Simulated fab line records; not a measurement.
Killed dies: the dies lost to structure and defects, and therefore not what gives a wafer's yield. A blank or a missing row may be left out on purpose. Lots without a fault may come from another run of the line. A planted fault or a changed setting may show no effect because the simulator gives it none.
Which tool was responsible? / flow berkeley-cmos170 / 13 lots, 37 wafers sampled, at 7 steps of a route of 331

## WHAT THE GAUGES SHOWED, per wafer
UCB170_ACTIVE_THK_MEAS_06.
lot=L612; measured=day 5 06:08; on=film-metro-01; ACTIVE_NITRIDE_THK (nm)=218.4 216.5 217.6
lot=L614; measured=day 5 06:10; on=film-metro-02; ACTIVE_NITRIDE_THK (nm)=220.5 221.3 221.6
lot=L615; measured=day 5 16:51; on=film-metro-04; ACTIVE_NITRIDE_THK (nm)=217.7 219.7 217.1
lot=L617; measured=day 5 16:51; on=film-metro-02; ACTIVE_NITRIDE_THK (nm)=223.5 221.3 223.1
lot=L618; measured=day 6 05:18; on=film-metro-02; ACTIVE_NITRIDE_THK (nm)=215.0 217.3 217.5
lot=L619; measured=day 6 05:18; on=film-metro-04; ACTIVE_NITRIDE_THK (nm)=221.7 221.3 222.3
lot=L620; measured=day 6 17:35; on=film-metro-04; ACTIVE_NITRIDE_THK (nm)=218.8 220.2 220.9
lot=L621; measured=day 6 17:35; on=film-metro-02; ACTIVE_NITRIDE_THK (nm)=219.0 219.1 221.4
lot=L622; measured=day 7 01:11; on=film-metro-04; ACTIVE_NITRIDE_THK (nm)=221.6 221.5 221.7
lot=L626; measured=day 7 15:18; on=film-metro-04; ACTIVE_NITRIDE_THK (nm)=217.5 218.7 217.1
lot=L625; measured=day 7 15:19; on=film-metro-02; ACTIVE_NITRIDE_THK (nm)=218.6 218.9 217.2
lot=L634; measured=day 9 00:13; on=film-metro-02; ACTIVE_NITRIDE_THK (nm)=225.0 228.0 226.0
lot=L632; measured=day 9 00:14; on=film-metro-04; ACTIVE_NITRIDE_THK (nm)=219.7

UCB170_SDANNEAL_RS_MEAS_02: measures by four-point-probe.
lot=L612; measured=day 8 04:41; on=film-metro-01; PSD_RS (ohm/sq)=74.9 74.9 74.6
lot=L614; measured=day 8 04:16; on=film-metro-02; PSD_RS (ohm/sq)=75.2 74.6 75.1
lot=L615; measured=day 8 14:30; on=film-metro-04; PSD_RS (ohm/sq)=75.7 75.7 75.7
lot=L617; measured=day 8 14:11; on=film-metro-02; PSD_RS (ohm/sq)=75.5 75.7 75.7
lot=L618; measured=day 9 07:34; on=film-metro-02; PSD_RS (ohm/sq)=75.1 75.4 75.7
lot=L619; measured=day 9 06:22; on=film-metro-01; PSD_RS (ohm/sq)=75.4 75.5 75.3
lot=L620; measured=day 9 14:52; on=film-metro-02; PSD_RS (ohm/sq)=75.6 75.4 75.5
lot=L621; measured=day 9 15:00; on=film-metro-04; PSD_RS (ohm/sq)=75.4 75.2 75.3
lot=L622; measured=day 10 00:53; on=film-metro-04; PSD_RS (ohm/sq)=75.5 75.3 75.2
lot=L626; measured=day 10 10:44; on=film-metro-02; PSD_RS (ohm/sq)=75.4 75.5 75.2
lot=L625; measured=day 10 10:19; on=film-metro-04; PSD_RS (ohm/sq)=75.7 75.9 75.7
lot=L634; measured=day 12 05:50; on=film-metro-04; PSD_RS (ohm/sq)=75.5 75.4 75.5
lot=L632; measured=day 12 06:22; on=film-metro-02; PSD_RS (ohm/sq)=75.2

UCB170_M3_RS_MEAS_02: measures by four-point-probe.
lot=L612; measured=day 9 03:32; on=film-metro-01; M3_AL_RS (ohm/sq)=0.0322 0.0322 0.0320
lot=L614; measured=day 9 05:31; on=film-metro-01; M3_AL_RS (ohm/sq)=0.0320 0.0314 0.0321
lot=L615; measured=day 9 10:34; on=film-metro-01; M3_AL_RS (ohm/sq)=0.0310 0.0316 0.0318
lot=L617; measured=day 9 10:41; on=film-metro-04; M3_AL_RS (ohm/sq)=0.0323 0.0322 0.0324
lot=L618; measured=day 10 00:59; on=film-metro-02; M3_AL_RS (ohm/sq)=0.0321 0.0318 0.0322
lot=L619; measured=day 10 00:48; on=film-metro-02; M3_AL_RS (ohm/sq)=0.0322 0.0320 0.0327
lot=L620; measured=day 10 08:20; on=film-metro-04; M3_AL_RS (ohm/sq)=0.0327 0.0326 0.0333
lot=L621; measured=day 10 09:35; on=film-metro-02; M3_AL_RS (ohm/sq)=0.0326 0.0330 0.0328
lot=L622; measured=day 11 00:19; on=film-metro-02; M3_AL_RS (ohm/sq)=0.0312 0.0319 0.0321
lot=L626; measured=day 11 06:14; on=film-metro-01; M3_AL_RS (ohm/sq)=0.0322 0.0321 0.0324
lot=L625; measured=day 11 04:25; on=film-metro-04; M3_AL_RS (ohm/sq)=0.0321 0.0319 0.0318
lot=L634; measured=day 13 01:08; on=film-metro-04; M3_AL_RS (ohm/sq)=0.0321 0.0322 0.0325
lot=L632; measured=day 13 02:53; on=film-metro-04; M3_AL_RS (ohm/sq)=0.0234

UCB170_M3_THK_MEAS_03: measures by xrf.
lot=L612; measured=day 9 03:39; on=film-metro-01; M3_AL_THK (nm)=880 879 882
lot=L614; measured=day 9 05:37; on=film-metro-01; M3_AL_THK (nm)=884 897 880
lot=L615; measured=day 9 10:41; on=film-metro-01; M3_AL_THK (nm)=909 895 884
lot=L617; measured=day 9 10:49; on=film-metro-04; M3_AL_THK (nm)=881 879 875
lot=L618; measured=day 10 01:05; on=film-metro-02; M3_AL_THK (nm)=880 886 882
lot=L619; measured=day 10 00:55; on=film-metro-02; M3_AL_THK (nm)=878 880 863
lot=L620; measured=day 10 08:28; on=film-metro-04; M3_AL_THK (nm)=858 862 847
lot=L621; measured=day 10 09:42; on=film-metro-02; M3_AL_THK (nm)=868 858 863
lot=L622; measured=day 11 00:25; on=film-metro-02; M3_AL_THK (nm)=911 892 885
lot=L626; measured=day 11 06:21; on=film-metro-01; M3_AL_THK (nm)=876 875 869
lot=L625; measured=day 11 04:31; on=film-metro-04; M3_AL_THK (nm)=880 881 890
lot=L634; measured=day 13 01:15; on=film-metro-04; M3_AL_THK (nm)=881 875 861
lot=L632; measured=day 13 02:58; on=film-metro-04; M3_AL_THK (nm)=1202

UCB170_M3_BOW_MEAS_20.
lot=L612; measured=day 9 07:25; on=film-metro-01; M3_BOW (um)=28 30 25
lot=L614; measured=day 9 09:26; on=film-metro-04; M3_BOW (um)=31 32 33
lot=L615; measured=day 9 13:39; on=film-metro-02; M3_BOW (um)=35 40 42
lot=L617; measured=day 9 13:45; on=film-metro-01; M3_BOW (um)=40 37 25
lot=L618; measured=day 10 03:36; on=film-metro-04; M3_BOW (um)=30 29 48
lot=L619; measured=day 10 03:09; on=film-metro-02; M3_BOW (um)=26 30 32
lot=L620; measured=day 10 11:13; on=film-metro-04; M3_BOW (um)=20 26 19
lot=L621; measured=day 10 12:58; on=film-metro-02; M3_BOW (um)=34 30 21
lot=L622; measured=day 11 02:54; on=film-metro-01; M3_BOW (um)=25 21 30
lot=L626; measured=day 11 09:36; on=film-metro-04; M3_BOW (um)=30 40 38
lot=L625; measured=day 11 06:54; on=film-metro-02; M3_BOW (um)=39 37 36
lot=L634; measured=day 13 04:14; on=film-metro-04; M3_BOW (um)=35 27 16
lot=L632; measured=day 13 06:32; on=film-metro-02; M3_BOW (um)=20

## EACH LOT AND THE TOOL THAT RAN IT (in order: tool; ch and the chambers of the sampled wafers; start)
lot=L612; UCB170_M3_SPUTTER_01=pvd-sputter-01, day 9 03:26; UCB170_M3_METAL_ETCH_18=rie-metal-02 ch 0,1, day 9 07:00
lot=L614; UCB170_M3_SPUTTER_01=pvd-sputter-04, day 9 05:23; UCB170_M3_METAL_ETCH_18=rie-metal-02 ch 0,1, day 9 08:58
lot=L615; UCB170_M3_SPUTTER_01=pvd-sputter-04, day 9 10:29; UCB170_M3_METAL_ETCH_18=rie-metal-01 ch 0, day 9 13:04
lot=L617; UCB170_M3_SPUTTER_01=pvd-sputter-03, day 9 10:37; UCB170_M3_METAL_ETCH_18=rie-metal-03 ch 0,1, day 9 13:19
lot=L618; UCB170_M3_SPUTTER_01=pvd-sputter-01, day 10 00:37; UCB170_M3_METAL_ETCH_18=rie-metal-03 ch 0,1, day 10 03:10
lot=L619; UCB170_M3_SPUTTER_01=pvd-sputter-03, day 10 00:20; UCB170_M3_METAL_ETCH_18=rie-metal-02 ch 0,1, day 10 02:44
lot=L620; UCB170_M3_SPUTTER_01=pvd-sputter-03, day 10 08:16; UCB170_M3_METAL_ETCH_18=rie-metal-03 ch 0,1, day 10 10:49
lot=L621; UCB170_M3_SPUTTER_01=pvd-sputter-01, day 10 09:30; UCB170_M3_METAL_ETCH_18=rie-metal-01 ch 0, day 10 12:22
lot=L622; UCB170_M3_SPUTTER_01=pvd-sputter-04, day 11 00:12; UCB170_M3_METAL_ETCH_18=rie-metal-02 ch 0,1, day 11 02:28
lot=L626; UCB170_M3_SPUTTER_01=pvd-sputter-03, day 11 06:09; UCB170_M3_METAL_ETCH_18=rie-metal-03 ch 0,1, day 11 09:04
lot=L625; UCB170_M3_SPUTTER_01=pvd-sputter-01, day 11 04:17; UCB170_M3_METAL_ETCH_18=rie-metal-02 ch 0,1, day 11 06:31
lot=L634; UCB170_M3_SPUTTER_01=pvd-sputter-03, day 13 01:02; UCB170_M3_METAL_ETCH_18=rie-metal-02 ch 0,1, day 13 03:45
lot=L632; UCB170_M3_SPUTTER_01=pvd-sputter-01, day 13 02:46; UCB170_M3_METAL_ETCH_18=rie-metal-03 ch 0, day 13 06:03
- UCB170_M3_SPUTTER_01: material Al, target thk 900 nm, time 120 s.
- UCB170_M3_METAL_ETCH_18: etches Al in Cl2/BCl3, stops on SiO2, target depth 1170 nm, time 195 s.

## WHAT THE TOOLS THEMSELVES READ (means of the sampled wafers that have a number; where no wafer has one, the mark that the record gives instead)
UCB170_M3_SPUTTER_01.
lot=L612; tool=pvd-sputter-01; throttle-valve-pct (%)=30.3
lot=L614; tool=pvd-sputter-04; throttle-valve-pct (%)=30.0
lot=L615; tool=pvd-sputter-04; throttle-valve-pct (%)=29.6
lot=L617; tool=pvd-sputter-03; throttle-valve-pct (%)=29.4
lot=L618; tool=pvd-sputter-01; throttle-valve-pct (%)=29.7
lot=L619; tool=pvd-sputter-03; throttle-valve-pct (%)=29.4
lot=L620; tool=pvd-sputter-03; throttle-valve-pct (%)=29.7
lot=L621; tool=pvd-sputter-01; throttle-valve-pct (%)=31.4
lot=L622; tool=pvd-sputter-04; throttle-valve-pct (%)=29.6
lot=L626; tool=pvd-sputter-03; throttle-valve-pct (%)=29.8
lot=L625; tool=pvd-sputter-01; throttle-valve-pct (%)=30.6
lot=L634; tool=pvd-sputter-03; throttle-valve-pct (%)=29.6
lot=L632; tool=pvd-sputter-01; throttle-valve-pct (%)=30.8

UCB170_M3_METAL_ETCH_18.
lot=L612; tool=rie-metal-02; chamber-pressure-mTorr (mTorr)=11.986; drypump-motor-current-A (A)=5.9; oes-product-au (a.u.)=0.852; throttle-valve-pct (%)=24.35
lot=L614; tool=rie-metal-02; chamber-pressure-mTorr (mTorr)=11.996; drypump-motor-current-A (A)=5.9; oes-product-au (a.u.)=0.856; throttle-valve-pct (%)=24.40
lot=L615; tool=rie-metal-01; chamber-pressure-mTorr (mTorr)=12.006; drypump-motor-current-A (A)=6.4; oes-product-au (a.u.)=0.854; throttle-valve-pct (%)=24.21
lot=L617; tool=rie-metal-03; chamber-pressure-mTorr (mTorr)=12.010; drypump-motor-current-A (A)=5.3; oes-product-au (a.u.)=0.856; throttle-valve-pct (%)=24.46
lot=L618; tool=rie-metal-03; chamber-pressure-mTorr (mTorr)=12.011; drypump-motor-current-A (A)=5.2; oes-product-au (a.u.)=0.855; throttle-valve-pct (%)=24.47
lot=L619; tool=rie-metal-02; chamber-pressure-mTorr (mTorr)=12.008; drypump-motor-current-A (A)=5.9; oes-product-au (a.u.)=0.846; throttle-valve-pct (%)=24.39
lot=L620; tool=rie-metal-03; chamber-pressure-mTorr (mTorr)=12.003; drypump-motor-current-A (A)=5.3; oes-product-au (a.u.)=0.848; throttle-valve-pct (%)=24.32
lot=L621; tool=rie-metal-01; chamber-pressure-mTorr (mTorr)=11.999; drypump-motor-current-A (A)=6.3; oes-product-au (a.u.)=0.836; throttle-valve-pct (%)=24.23
lot=L622; tool=rie-metal-02; chamber-pressure-mTorr (mTorr)=12.019; drypump-motor-current-A (A)=5.9; oes-product-au (a.u.)=0.857; throttle-valve-pct (%)=24.40
lot=L626; tool=rie-metal-03; chamber-pressure-mTorr (mTorr)=12.001; drypump-motor-current-A (A)=5.3; oes-product-au (a.u.)=0.858; throttle-valve-pct (%)=24.31
lot=L625; tool=rie-metal-02; chamber-pressure-mTorr (mTorr)=12.002; drypump-motor-current-A (A)=5.8; oes-product-au (a.u.)=0.858; throttle-valve-pct (%)=24.36
lot=L634; tool=rie-metal-02; chamber-pressure-mTorr (mTorr)=12.001; drypump-motor-current-A (A)=5.9; oes-product-au (a.u.)=0.851; throttle-valve-pct (%)=24.40
lot=L632; tool=rie-metal-03; chamber-pressure-mTorr (mTorr)=11.995; drypump-motor-current-A (A)=5.3; oes-product-au (a.u.)=0.966; throttle-valve-pct (%)=24.10

## THE ANSWER, worked out from the rows above alone
Rule: usual is defined by the lots themselves. Put in order of their means at a reading, lots are off if they are a third of the lots or fewer, leave a main group of 4 or more, and stand apart from it by a gap of 3 or more times the standard deviation of the main group's means; of several such gaps the widest counts. Not used: any main group whose means are identical at the precision the tables above print for the reading. Also off: a lot with no number at a reading for which 4 or more lots have one. All remaining lots with rows at the step are treated as sound. After the gauges, taken in route order, come the tools' own readings; for these a lot's mean is taken, as printed above. The first step at which some lot is off is used, and at that step the reading that is off furthest; a lot without a number counts as furthest.
Off: at UCB170_M3_RS_MEAS_02 (M3_AL_RS), L632. For the main group the mean is 0.0322 ohm/sq and the standard deviation 0.00039.
If a tool, at a process step before that reading, ran all the lots that are off and no sound lot after the first of them, it fits. The gauges at UCB170_M3_RS_MEAS_02 aren't tried: what is off there is off at UCB170_M3_METAL_ETCH_18 too, on other tools, and a gauge's error can't cause that. One candidate fits, namely pvd-sputter-01 at UCB170_M3_SPUTTER_01. A fault onset in the window from L625 (day 11 04:17, its last sound lot) to L632 (day 13 02:46, its first lot off) fits.

## WHAT THE SIMULATOR HAD PUT IN
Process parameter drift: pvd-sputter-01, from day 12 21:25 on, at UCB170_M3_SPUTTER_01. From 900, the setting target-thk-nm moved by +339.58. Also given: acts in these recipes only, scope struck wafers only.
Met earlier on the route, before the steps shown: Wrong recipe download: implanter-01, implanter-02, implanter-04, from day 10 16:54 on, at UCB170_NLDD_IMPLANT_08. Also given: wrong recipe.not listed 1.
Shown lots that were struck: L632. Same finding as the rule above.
